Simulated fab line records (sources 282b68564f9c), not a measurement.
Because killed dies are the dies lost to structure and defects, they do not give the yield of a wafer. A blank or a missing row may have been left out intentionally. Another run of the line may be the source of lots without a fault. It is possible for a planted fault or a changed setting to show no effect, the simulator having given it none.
A struck lot beside a sound one | flow rit-cmos | 17 steps out of a route of 202
Sound: the wafers L286.1, L286.3, L286.5. Wafers L294.1, L294.3, L294.5 were the ones struck. The cause comes at the end.
Per side, at each step with rows, come the tool, then ch with its chambers, and then its first start. Under that, the readings that differ: sound wafers | struck wafers | difference of the means | sigmas: that difference in standard deviations of wafers without a fault.
alike: readings with means less than 2 such deviations apart, plus words and numbers identical on both sides. not compared: withheld readings, readings lacking a value on some wafer, bounds such as >300 that could conceal the same value, and numbers that have no deviation in the record and whose values overlap.
A row with sigmas, a row that says differs or no value, or rows on one side alone: a step with any of these is where the two part. Numbers that have no deviation but don't overlap get no sigmas and don't part them. A reading that every wafer of one side lacks parts them only if that side has two wafers or more.

first, 1 step without rows for these wafers: RIT_PSD_IMPLANT_08.
RIT_PSD_STRIP_09: strips in O2, time 180 s.
  sound on plasma-asher-04 ch 0, day 3 18:58; struck on plasma-asher-04 ch 0,1, day 5 15:11
  alike: drypump-motor-current-A, rf-refl-power-W
  not compared: rf-hours-counter-h
RIT_PSD_TW_MEAS_10:
  sound: film-metro-02 at day 3 19:08; struck: film-metro-02 at day 5 15:22
  alike: PSD_TW
then, 3 steps without rows for these wafers: RIT_SDANNEAL_CLEAN_00 (cleans in SC1, time 600 s); RIT_SDANNEAL_CLEAN_01 (cleans in dHF, time 30 s); RIT_SDANNEAL_CLEAN_02 (cleans in SC2, time 600 s).
RIT_SDANNEAL_RTA_03: time 5 s.
  sound on rtp-anneal-01 ch 0, day 3 19:34; struck on rtp-anneal-01 ch 0, day 5 15:49
  alike: chamber-o2-ppm, ramp-up-c-per-s, wafer_temp_C_max
RIT_SDANNEAL_RS_MEAS_04: the measuring method here is four-point-probe.
  sound: film-metro-02 at day 3 19:37; struck: film-metro-01 at day 5 15:52
  alike: PSD_RS
RIT_SDANNEAL_RS_MEAS_05: the measuring method here is four-point-probe.
  sound: film-metro-02 at day 3 19:44; struck: film-metro-01 at day 5 15:59
  alike: NSD_RS
RIT_SDANNEAL_RS_MEAS_06: the measuring method here is four-point-probe.
  sound: film-metro-02 at day 3 19:52; struck: film-metro-01 at day 5 16:07
  alike: PLDD_RS
RIT_SDANNEAL_RS_MEAS_07: the measuring method here is four-point-probe.
  sound: film-metro-02 at day 3 19:59; struck: film-metro-01 at day 5 16:14
  alike: NLDD_RS
then, 1 step without rows for these wafers: RIT_SILICIDE_WET_ETCH_00 (etches SiO2 in BOE, target depth 14 nm, time 15 s).
RIT_SILICIDE_SPUTTER_01: material Ti, target thk 30 nm, time 240 s.
  sound: pvd-sputter-04 at day 3 20:07; struck: pvd-sputter-01 at day 5 16:22
  reading                                     | sound            | struck            | difference | sigmas
  model.Ti_of_SILICIDE_SPUTTER_01.thk-nm (nm) | 30.41 29.2 29.75 | 32.67 32.29 32.48 | +2.69      |
  alike: throttle-valve-pct
RIT_SILICIDE_RS_MEAS_02: the measuring method here is four-point-probe.
  sound: film-metro-04 at day 3 20:16; struck: film-metro-04 at day 5 16:31
  reading                 | sound          | struck         | difference | sigmas
  SILICIDE_TI_RS (ohm/sq) | 47.1 49.6 48.4 | 43.1 43.7 43.4 | -5.0       | -7
RIT_SILICIDE_THK_MEAS_03: measures by xrf.
  sound: film-metro-04 at day 3 20:23; struck: film-metro-04 at day 5 16:38
  reading              | sound          | struck         | difference | sigmas
  SILICIDE_TI_THK (nm) | 30.4 29.3 29.7 | 32.8 32.3 32.5 | +2.7       | +6
RIT_SILICIDE_RTA_04: time 10 s, ramp up 5 s, ramp down 5 s.
  sound on rtp-anneal-02 ch 0, day 3 20:26; struck on rtp-anneal-02 ch 0, day 5 16:41
  alike: chamber-o2-ppm, wafer_temp_C_max
RIT_M1_PROBE_99:
  sound: prober-02 at day 4 03:29; struck: prober-02 at day 5 23:28
  reading                              | sound             | struck            | difference | sigmas
  model.etest.contact-pplus.end-ohm-um | 44.25 44.31 43.59 | 47.4 45.87 46.29  | +2.5       |
  model.etest.contact-nplus.end-ohm-um | 39.9 39.79 39.21  | 44.83 45.91 46.02 | +5.95      |
  model.etest.npoly-line.rs-ohm-sq     | 16.85 17.29 17.07 | 15.92 16.16 16.11 | -1.01      |
  model.etest.ppoly-line.rs-ohm-sq     | 16.22 16.61 16.41 | 15.27 15.7 15.58  | -0.90      |
  model.etest.npoly-sal.rs-ohm-sq      | 4.311 4.439 4.391 | 4.019 4.07 4.03   | -0.341     |
  model.etest.ppoly-sal.rs-ohm-sq      | 4.276 4.352 4.369 | 3.974 4.05 4.022  | -0.317     |
  model.etest.pplus-sal.rs-ohm-sq      | 4.279 4.406 4.342 | 4.018 4.031 4.002 | -0.325     |
  model.etest.nplus-sal.rs-ohm-sq      | 4.277 4.382 4.345 | 4.017 4.025 4.011 | -0.317     |
  alike: killed_at_M0_to_M3, killed-at-contacts, killed-at-front-end, killed-dies, killed-open, killed-short

WHERE THEY PART
At RIT_SILICIDE_RS_MEAS_02 first; at RIT_SILICIDE_THK_MEAS_03 last (within this record only). Later steps at which nothing parts them and some readings are alike: RIT_SILICIDE_RTA_04, RIT_M1_PROBE_99.

WHY: what the simulator had put in
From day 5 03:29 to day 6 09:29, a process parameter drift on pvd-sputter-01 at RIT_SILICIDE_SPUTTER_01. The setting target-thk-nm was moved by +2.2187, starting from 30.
